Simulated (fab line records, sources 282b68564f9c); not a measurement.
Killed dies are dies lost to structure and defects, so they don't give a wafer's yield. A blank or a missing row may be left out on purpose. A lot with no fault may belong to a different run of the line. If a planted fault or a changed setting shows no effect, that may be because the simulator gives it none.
Which tool was responsible? || flow ritCmos || 15 lots with 45 wafers sampled at 2 steps, on a route of 202 steps

WHAT THE GAUGES SHOWED, per wafer
No reading from a measuring or inspecting step in the record can be judged against a usual standard deviation.

EACH LOT AND THE TOOL THAT RAN IT (in order: tool; ch and the chambers of the sampled wafers; start)
{"lot": "L699", "RIT_PWELL_STRIP_09": "plasmaAsher-02 ch 0,1, day 2 00:36", "RIT_M1_PROBE_99": "-"}
{"lot": "L700", "RIT_PWELL_STRIP_09": "plasmaAsher-03 ch 0, day 2 06:29", "RIT_M1_PROBE_99": "-"}
{"lot": "L701", "RIT_PWELL_STRIP_09": "plasmaAsher-03 ch 0,1, day 2 12:05", "RIT_M1_PROBE_99": "-"}
{"lot": "L703", "RIT_PWELL_STRIP_09": "plasmaAsher-03 ch 0,1, day 2 20:50", "RIT_M1_PROBE_99": "prober-02, day 4 09:38"}
{"lot": "L704", "RIT_PWELL_STRIP_09": "plasmaAsher-03 ch 0,1, day 3 02:09", "RIT_M1_PROBE_99": "-"}
{"lot": "L705", "RIT_PWELL_STRIP_09": "plasmaAsher-03 ch 0,1, day 3 06:37", "RIT_M1_PROBE_99": "prober-02, day 4 17:36"}
{"lot": "L706", "RIT_PWELL_STRIP_09": "plasmaAsher-03 ch 0,1, day 3 10:09", "RIT_M1_PROBE_99": "prober-01, day 4 20:46"}
{"lot": "L707", "RIT_PWELL_STRIP_09": "plasmaAsher-04 ch 0,1, day 3 16:22", "RIT_M1_PROBE_99": "-"}
{"lot": "L708", "RIT_PWELL_STRIP_09": "plasmaAsher-03 ch 0,1, day 3 20:31", "RIT_M1_PROBE_99": "prober-01, day 5 07:46"}
{"lot": "L713", "RIT_PWELL_STRIP_09": "plasmaAsher-04 ch 0,1, day 4 22:20", "RIT_M1_PROBE_99": "-"}
{"lot": "L715", "RIT_PWELL_STRIP_09": "plasmaAsher-04 ch 0,1, day 5 08:47", "RIT_M1_PROBE_99": "-"}
{"lot": "L716", "RIT_PWELL_STRIP_09": "plasmaAsher-02 ch 0,1, day 5 12:50", "RIT_M1_PROBE_99": "prober-01, day 6 23:55"}
{"lot": "L719", "RIT_PWELL_STRIP_09": "plasmaAsher-02 ch 0,1, day 6 03:44", "RIT_M1_PROBE_99": "prober-02, day 7 18:13"}
{"lot": "L721", "RIT_PWELL_STRIP_09": "plasmaAsher-04 ch 0,1, day 6 13:15", "RIT_M1_PROBE_99": "-"}
{"lot": "L722", "RIT_PWELL_STRIP_09": "plasmaAsher-03 ch 0,1, day 6 17:56", "RIT_M1_PROBE_99": "-"}
- RIT_PWELL_STRIP_09: strips in O2, time 180 s.
- RIT_M1_PROBE_99

AS READ BY THE TOOLS THEMSELVES (means over the sampled wafers that have a number; for cases with no such wafer, the mark the record gives instead)
RIT_PWELL_STRIP_09. Usual: drypumpMotorCurrentA 5.95 A, standard deviation 0.24; o2FlowSccm 4000 sccm, standard deviation 12.
{"lot": "L699", "tool": "plasmaAsher-02", "drypumpMotorCurrentA (A)": 6.19, "o2FlowSccm (sccm)": 3989, "flag": ""}
{"lot": "L700", "tool": "plasmaAsher-03", "drypumpMotorCurrentA (A)": 5.92, "o2FlowSccm (sccm)": 3997, "flag": ""}
{"lot": "L701", "tool": "plasmaAsher-03", "drypumpMotorCurrentA (A)": 5.84, "o2FlowSccm (sccm)": 4007, "flag": ""}
{"lot": "L703", "tool": "plasmaAsher-03", "drypumpMotorCurrentA (A)": 5.89, "o2FlowSccm (sccm)": 4010, "flag": ""}
{"lot": "L704", "tool": "plasmaAsher-03", "drypumpMotorCurrentA (A)": 5.89, "o2FlowSccm (sccm)": 4007, "flag": ""}
{"lot": "L705", "tool": "plasmaAsher-03", "drypumpMotorCurrentA (A)": 5.87, "o2FlowSccm (sccm)": 4532, "flag": "OFF"}
{"lot": "L706", "tool": "plasmaAsher-03", "drypumpMotorCurrentA (A)": 5.89, "o2FlowSccm (sccm)": 4526, "flag": "OFF"}
{"lot": "L707", "tool": "plasmaAsher-04", "drypumpMotorCurrentA (A)": 5.72, "o2FlowSccm (sccm)": 4011, "flag": ""}
{"lot": "L708", "tool": "plasmaAsher-03", "drypumpMotorCurrentA (A)": 5.86, "o2FlowSccm (sccm)": 4270, "flag": "OFF"}
{"lot": "L713", "tool": "plasmaAsher-04", "drypumpMotorCurrentA (A)": 5.76, "o2FlowSccm (sccm)": 4005, "flag": ""}
{"lot": "L715", "tool": "plasmaAsher-04", "drypumpMotorCurrentA (A)": 5.74, "o2FlowSccm (sccm)": 3997, "flag": ""}
{"lot": "L716", "tool": "plasmaAsher-02", "drypumpMotorCurrentA (A)": 6.22, "o2FlowSccm (sccm)": 3986, "flag": ""}
{"lot": "L719", "tool": "plasmaAsher-02", "drypumpMotorCurrentA (A)": 6.20, "o2FlowSccm (sccm)": 3990, "flag": ""}
{"lot": "L721", "tool": "plasmaAsher-04", "drypumpMotorCurrentA (A)": 5.96, "o2FlowSccm (sccm)": 3997, "flag": ""}
{"lot": "L722", "tool": "plasmaAsher-03", "drypumpMotorCurrentA (A)": 5.89, "o2FlowSccm (sccm)": 3985, "flag": ""}

RIT_M1_PROBE_99. Usual: killedAtContacts 0.1, standard deviation 0.24; killedAtFrontEnd 7, standard deviation 3.2; killedDies 7, standard deviation 3.2; killedOpen 3.6, standard deviation 2.1; killedShort 3.5, standard deviation 2.
{"lot": "L703", "tool": "prober-02", "killedAtContacts": 0.0, "killedAtFrontEnd": 9, "killedDies": 9, "killedOpen": 5.3, "killedShort": 3.7, "flag": ""}
{"lot": "L705", "tool": "prober-02", "killedAtContacts": 0.3, "killedAtFrontEnd": 3, "killedDies": 4, "killedOpen": 1.3, "killedShort": 2.3, "flag": ""}
{"lot": "L706", "tool": "prober-01", "killedAtContacts": 0.0, "killedAtFrontEnd": 14, "killedDies": 14, "killedOpen": 7.3, "killedShort": 6.7, "flag": ""}
{"lot": "L708", "tool": "prober-01", "killedAtContacts": 0.0, "killedAtFrontEnd": 4, "killedDies": 4, "killedOpen": 1.3, "killedShort": 2.7, "flag": ""}
{"lot": "L716", "tool": "prober-01", "killedAtContacts": 0.0, "killedAtFrontEnd": 5, "killedDies": 5, "killedOpen": 1.7, "killedShort": 3.7, "flag": ""}
{"lot": "L719", "tool": "prober-02", "killedAtContacts": 0.0, "killedAtFrontEnd": 7, "killedDies": 7, "killedOpen": 4.3, "killedShort": 3.0, "flag": ""}

THE ANSWER, worked out from the rows above alone
Rule: a lot counts as off when the mean over its wafers that have a number is more than 3 standard deviations away from the usual mean. A lot without any number at a reading at which 4 lots or more have one is off too. The other lots that the step has rows for count as sound. Order of review: gauges by route order, followed by the tools' own readings, for which a lot's mean as printed above is used. At the first step where some lot is off, the reading lying furthest off is the one used; lots without a number count as furthest.
Off, at RIT_PWELL_STRIP_09 on o2FlowSccm: L705, L706, L708.
A tool fits if, at that step or a process step before it, it ran every lot that is off, and no sound lot after the first of them. None of those tried fits.

WHAT WAS PUT IN BY THE SIMULATOR
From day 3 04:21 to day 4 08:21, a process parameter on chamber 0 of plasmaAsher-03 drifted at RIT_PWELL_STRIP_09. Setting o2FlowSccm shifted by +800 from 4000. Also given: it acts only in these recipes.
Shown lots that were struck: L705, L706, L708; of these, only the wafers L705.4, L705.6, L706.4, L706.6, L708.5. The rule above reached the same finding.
